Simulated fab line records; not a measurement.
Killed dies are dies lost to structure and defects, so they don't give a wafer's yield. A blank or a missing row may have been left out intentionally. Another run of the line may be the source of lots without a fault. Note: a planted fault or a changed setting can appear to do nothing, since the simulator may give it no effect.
fab line records    flow rit_cmos    part 2 of 2: steps 25 to 35 of 35
[record] lots = 5  wafers = 15  last_day = 7
route steps=202 shown SDANNEAL@155 PSD@157 NSD@158 PLDD@159 NLDD@160 SILICIDE@161 CONTACT@168 M1@184
lots untouched by any fault: they come from a run of this same line in which no faults occurred
start_h: hours from the record's first day to the start of the lot's first wafer shown    wait_h: how many hours have passed since the lot's step before this one    " repeats the value in the row above    L1.1+2: a row that stands for several wafers    - no value, or no start given    * or withheld: withheld    < > ~ a bound
route shown NAME@n: a module of which the file shows steps, and the number in the route of the first    usual: mean and standard deviation over wafers with no fault    same: alike in all rows    chamber/n: place in a boat    sites: per-site readings    _std_site: their standard deviation    _edge_site: mean of outer sites minus mean of inner sites    radius_mm: for every site, how far away it sits from the centre of the wafer    mask NAME#n: copy n    behind: tool/chamber where the wafer was last shaped    hold: what put the lot on hold/how long, in hours/how the hold closed    device: transistor that didn't switch, given as n, p or np    end of line: the tests these same wafers got at the end of their route    where a step has no rows: the recipe by itself    killed: at the first sort, the dies lost to defects and structure; wafer yield is something else    map: dies across one wafer; x = killed, . = not, _ = none there
set.NAME: the setting the step ran with; set.NAME@STEP: the setting that earlier step ran with    model.NAME: the simulator's own value behind a step, which no gauge read
lots at selected steps of the route; one table per step, one row per wafer
services: a tool's chamber out of use, with start hour (start_h, from the record's first day; less than 0 if before it), hours out, and reason
[[steps]]
[step RIT_CONTACT_ETCH_11]
[recipe] target_depth_a = 4800  over_etch_frac = 0.2  stop_on = TiSi2  chemistry = CHF3/CF4/Ar  target = SiO2  CHF3_flow_sccm = 50  cf4_flow_sccm = 10  Ar_flow_sccm = 100  O2_flow_sccm = 5  pressure_mtorr = 100  rf_w = 200  time_s = 320
[usual] drypump_motor_current_A = 5.51/0.3  oes_product_au = 0.990/0.013  throttle_valve_pct = 8.89/0.15
lot.wafer  tool         chamber  start_h  wait_h  drypump_motor_current_A  oes_product_au  rf_hours_counter_h  throttle_valve_pct
L079.2     rie_diel-01  3        83.63    0.1     5.48                     0.996           2                   8.84
L079.4     "            2        "        "       5.43                     0.982           9                   8.99
L079.6     "            0        "        "       4.88                     0.989           -                   8.89
L082.3     rie_diel-03  2        102.84   0.1     5.89                     0.986           63                  8.80
L082.4     "            0        "        "       5.71                     0.992           88                  9.09
L082.5     "            0        "        "       5.73                     1.010           -                   9.09
L088.2     rie_diel-01  2        124.72   0.1     5.44                     0.981           9                   9.01
L088.4     "            1        "        "       5.55                     0.979           104                 9.08
L088.6     "            3        "        "       5.51                     0.997           -                   8.84
L093.1     rie_diel-03  2        149.04   0.1     5.91                     0.983           64                  8.80
L093.2     "            1        "        "       5.28                     0.985           140                 9.00
L093.6     "            3        "        "       5.38                     1.011           -                   8.86
L097.2     rie_diel-03  0        171.34   0.1     5.73                     1.002           90                  9.10
L097.3     "            1        "        "       5.28                     0.977           140                 8.99
L097.4     "            2        "        "       5.87                     0.997           64                  8.82
[step RIT_CONTACT_STRIP_12]
[recipe] chemistry = O2  time_s = 180  resist = NOVOLAK  platen_temp_c = withheld  power_w = 500  pressure_mtorr = 4000  o2_flow_sccm = 4000
[usual] drypump_motor_current_A = 5.8/0.36
lot.wafer  tool             chamber  start_h  wait_h  drypump_motor_current_A  rf_hours_counter_h
L079.2     plasma_asher-04  0        83.82    0.1     5.5                      45
L079.4     "                1        "        "       5.4                      -
L079.6     "                1        "        "       5.4                      -
L082.3     plasma_asher-01  1        103.09   0.2     6.3                      -
L082.4     "                0        "        "       6.2                      -
L082.5     "                0        "        "       6.2                      -
L088.2     plasma_asher-03  1        124.92   0.1     5.4                      49
L088.4     "                1        "        "       5.4                      -
L088.6     "                1        "        "       5.4                      -
L093.1     plasma_asher-01  0        149.23   0.1     6.2                      2
L093.2     "                1        "        "       6.3                      2
L093.6     "                0        "        "       6.2                      -
L097.2     plasma_asher-04  1        171.54   0.1     5.4                      56
L097.3     "                1        "        "       5.4                      -
L097.4     "                0        "        "       5.5                      -
[step RIT_CONTACT_CD_MEAS_90]
[recipe] target_cd_nm = 1000
[usual] cd_nm = 1000.0/2.6
lot.wafer  tool       chamber  start_h  wait_h  cd_nm
L079.2     cd_sem-01  -        84.02    0.1     998.0
L079.4     "          -        "        "       1000.3
L079.6     "          -        "        "       999.2
L082.3     cd_sem-01  -        103.25   0.1     1000.4
L082.4     "          -        "        "       1001.0
L082.5     "          -        "        "       1000.7
L088.2     cd_sem-01  -        125.11   0.1     993.7
L088.4     "          -        "        "       995.9
L088.6     "          -        "        "       994.6
L093.1     cd_sem-02  -        149.41   0.1     998.1
L093.2     "          -        "        "       997.0
L093.6     "          -        "        "       998.3
L097.2     cd_sem-01  -        171.73   0.1     1000.6
L097.3     "          -        "        "       1001.0
L097.4     "          -        "        "       1003.6
[step RIT_CONTACT_CLEAN_13]
[recipe] chemistry = SC1  mix = 3:3:50  time_s = 600  temp_c = 75
[usual] bath_heat_duty_pct = 14.6/1.4
lot.wafer  tool          chamber  start_h  wait_h  bath_heat_duty_pct
L079.2     wet_bench-01  1        84.12    0.1     13.8
L079.4     "             1        "        "       13.5
L079.6     "             1        "        "       14.9
L082.3     wet_bench-02  2        103.33   0.1     13.3
L082.4     "             2        "        "       12.4
L082.5     "             2        "        "       13.9
L088.2     wet_bench-02  2        125.21   0.1     12.7
L088.4     "             2        "        "       13.3
L088.6     "             2        "        "       13.0
L093.1     wet_bench-02  3        149.53   0.1     12.6
L093.2     "             3        "        "       12.9
L093.6     "             3        "        "       13.5
L097.2     wet_bench-02  2        171.83   0.1     13.4
L097.3     "             2        "        "       12.9
L097.4     "             2        "        "       12.5
[step RIT_CONTACT_CLEAN_14]
[recipe] chemistry = SC2  mix = 3:3:50  time_s = 600  temp_c = 75  dry = n2_spin
[usual] bath_heat_duty_pct = 15.6/1.8
lot.wafer  tool          chamber  start_h  wait_h  bath_heat_duty_pct
L079.2     wet_bench-02  0        84.31    0.0     15.4
L079.4     "             0        "        "       17.5
L079.6     "             0        "        "       17.5
L082.3     wet_bench-01  2        103.51   0.0     16.1
L082.4     "             2        "        "       16.1
L082.5     "             2        "        "       15.8
L088.2     wet_bench-01  0        125.39   0.0     14.7
L088.4     "             0        "        "       15.4
L088.6     "             0        "        "       15.2
L093.1     wet_bench-01  2        149.72   0.0     15.1
L093.2     "             2        "        "       15.2
L093.6     "             2        "        "       16.5
L097.2     wet_bench-03  1        172.01   0.0     14.3
L097.3     "             1        "        "       13.7
L097.4     "             1        "        "       13.4
[step RIT_M1_SPUTTER_00]
[recipe] material = Al  target_thk_nm = 400  power_w = 2000  chamber_pressure_pa = 0.4  gas = Ar  time_s = 500  substrate_temp_c = 25
[usual] throttle_valve_pct = 30.6/1.2
lot.wafer  tool            chamber  start_h  wait_h  throttle_valve_pct
L079.2     pvd_sputter-01  -        84.49    0.0     31.5
L079.4     "               -        "        "       30.3
L079.6     "               -        "        "       29.7
L082.3     pvd_sputter-02  -        103.68   0.0     30.2
L082.4     "               -        "        "       32.2
L082.5     "               -        "        "       31.4
L088.2     pvd_sputter-02  -        125.56   0.0     28.0
L088.4     "               -        "        "       32.5
L088.6     "               -        "        "       31.6
L093.1     pvd_sputter-02  -        149.91   0.0     32.4
L093.2     "               -        "        "       28.1
L093.6     "               -        "        "       32.5
L097.2     pvd_sputter-03  -        172.18   0.0     29.6
L097.3     "               -        "        "       30.9
L097.4     "               -        "        "       30.3
[step RIT_M1_RS_MEAS_01]
[recipe] thk_meas_gauge = four-point-probe  reads = Al_of_M1_SPUTTER_00
[usual] M1_AL_RS = 0.0732/0.0011
lot.wafer  tool           chamber  start_h  wait_h  M1_AL_RS[ohm/sq]
L079.2     film_metro-01  -        84.80    0.2     0.0719
L079.4     "              -        "        "       0.0721
L079.6     "              -        "        "       0.0713
L082.3     film_metro-03  -        104.01   0.2     0.0738
L082.4     "              -        "        "       0.0752
L082.5     "              -        "        "       0.0721
L088.2     film_metro-03  -        125.88   0.2     0.0743
L088.4     "              -        "        "       0.0745
L088.6     "              -        "        "       0.0720
L093.1     film_metro-01  -        150.20   0.1     0.0734
L093.2     "              -        "        "       0.0726
L093.6     "              -        "        "       0.0741
L097.2     film_metro-01  -        172.50   0.2     0.0739
L097.3     "              -        "        "       0.0741
L097.4     "              -        "        "       0.0739
[step RIT_M1_THK_MEAS_02]
[recipe] thk_meas_gauge = xrf  reads = Al_of_M1_SPUTTER_00
[usual] M1_AL_THK = 408/6.2
lot.wafer  tool           chamber  start_h  wait_h  M1_AL_THK[nm]
L079.2     film_metro-01  -        84.91    0.1     416
L079.4     "              -        "        "       412
L079.6     "              -        "        "       416
L082.3     film_metro-03  -        104.11   0.1     404
L082.4     "              -        "        "       396
L082.5     "              -        "        "       413
L088.2     film_metro-03  -        125.99   0.1     400
L088.4     "              -        "        "       400
L088.6     "              -        "        "       416
L093.1     film_metro-01  -        150.32   0.1     408
L093.2     "              -        "        "       412
L093.6     "              -        "        "       403
L097.2     film_metro-01  -        172.61   0.1     404
L097.3     "              -        "        "       403
L097.4     "              -        "        "       402
[step RIT_M1_HMDS_03]
[recipe] prime_time_s = 60  prime_temp_c = 140
[usual] chill_plate_temp_C = 23.02/0.1
lot.wafer  tool            chamber  start_h  wait_h  chill_plate_temp_C
L079.2     litho_track-01  0        84.99    0.1     22.91
L079.4     "               0        "        "       23.01
L079.6     "               0        "        "       22.85
L082.3     litho_track-01  0        104.22   0.1     23.14
L082.4     "               0        "        "       22.89
L082.5     "               0        "        "       22.98
L088.2     litho_track-04  0        126.06   0.1     23.05
L088.4     "               0        "        "       22.97
L088.6     "               0        "        "       23.07
L093.1     litho_track-02  0        150.38   0.1     23.07
L093.2     "               0        "        "       23.10
L093.6     "               0        "        "       23.09
L097.2     litho_track-02  0        172.68   0.1     22.93
L097.3     "               0        "        "       23.27
L097.4     "               0        "        "       22.98
[step RIT_M1_COAT_04]
[recipe] resist = NOVOLAK  spin_rpm = 2000  resist_thk_nm = 1300
[usual] chill_plate_temp_C = 22.99/0.098
lot.wafer  tool            chamber  start_h  wait_h  chill_plate_temp_C
L079.2     litho_track-01  0        85.14    0.1     23.11
L079.4     "               0        "        "       22.95
L079.6     "               0        "        "       22.96
L082.3     litho_track-01  0        104.37   0.1     22.89
L082.4     "               0        "        "       22.87
L082.5     "               0        "        "       22.82
L088.2     litho_track-04  0        126.21   0.1     23.19
L088.4     "               0        "        "       23.15
L088.6     "               0        "        "       23.07
L093.1     litho_track-02  0        150.53   0.1     22.96
L093.2     "               0        "        "       23.04
L093.6     "               0        "        "       22.96
L097.2     litho_track-02  0        172.83   0.1     23.12
L097.3     "               0        "        "       23.16
L097.4     "               0        "        "       23.14
[step RIT_M1_SOFTBAKE_05]
[recipe] resist = NOVOLAK  temp_c = 90  time_s = 60
[usual] chill_plate_temp_C = 23.01/0.1
lot.wafer  tool            chamber  start_h  wait_h  chill_plate_temp_C
L079.2     litho_track-01  0        85.29    0.1     22.99
L079.4     "               0        "        "       23.04
L079.6     "               0        "        "       22.96
L082.3     litho_track-01  0        104.52   0.1     23.07
L082.4     "               0        "        "       22.92
L082.5     "               0        "        "       23.04
L088.2     litho_track-04  0        126.36   0.1     22.87
L088.4     "               0        "        "       23.03
L088.6     "               0        "        "       22.92
L093.1     litho_track-02  0        150.68   0.1     22.84
L093.2     "               0        "        "       22.85
L093.6     "               0        "        "       22.81
L097.2     litho_track-02  0        172.98   0.1     22.94
L097.3     "               0        "        "       22.99
L097.4     "               0        "        "       23.02
[[services]]
tool              chamber  start_h  hours  kind
pvd_sputter-03    -        62.24    0.7    repair
rie_diel-03       2        82.30    8.4    repair
plasma_asher-01   -        89.01    4.5    repair
pecvd-04          1        89.95    2.3    repair
pvd_sputter-03    -        97.53    30.8   repair
pvd_sputter-03    -        103.34   1.7    repair
pecvd-04          2        103.55   21.1   repair
rie_diel-01       1        105.21   3.9    repair
plasma_asher-01   -        108.92   9.0    pm
plasma_asher-01   0        108.92   9.0    vent_cycle
plasma_asher-01   1        108.92   9.0    vent_cycle
iline_stepper-01  -        110.61   6.3    repair
iline_stepper-01  -        116.94   2.1    pm
plasma_asher-01   0        117.92   -      clean
plasma_asher-01   1        117.92   -      clean
iline_stepper-01  -        119.02   -      consumable_replace:lamp
plasma_asher-01   -        121.35   15.5   repair
rie_diel-01       0        131.11   -      clean
pvd_sputter-04    -        136.16   0.9    repair
plasma_asher-04   -        136.70   1.5    repair
rie_diel-01       -        148.14   1.6    repair
plasma_asher-03   -        162.96   2.8    pm
pecvd-03          -        164.37   2.8    pm
plasma_asher-01   -        167.20   1.8    repair
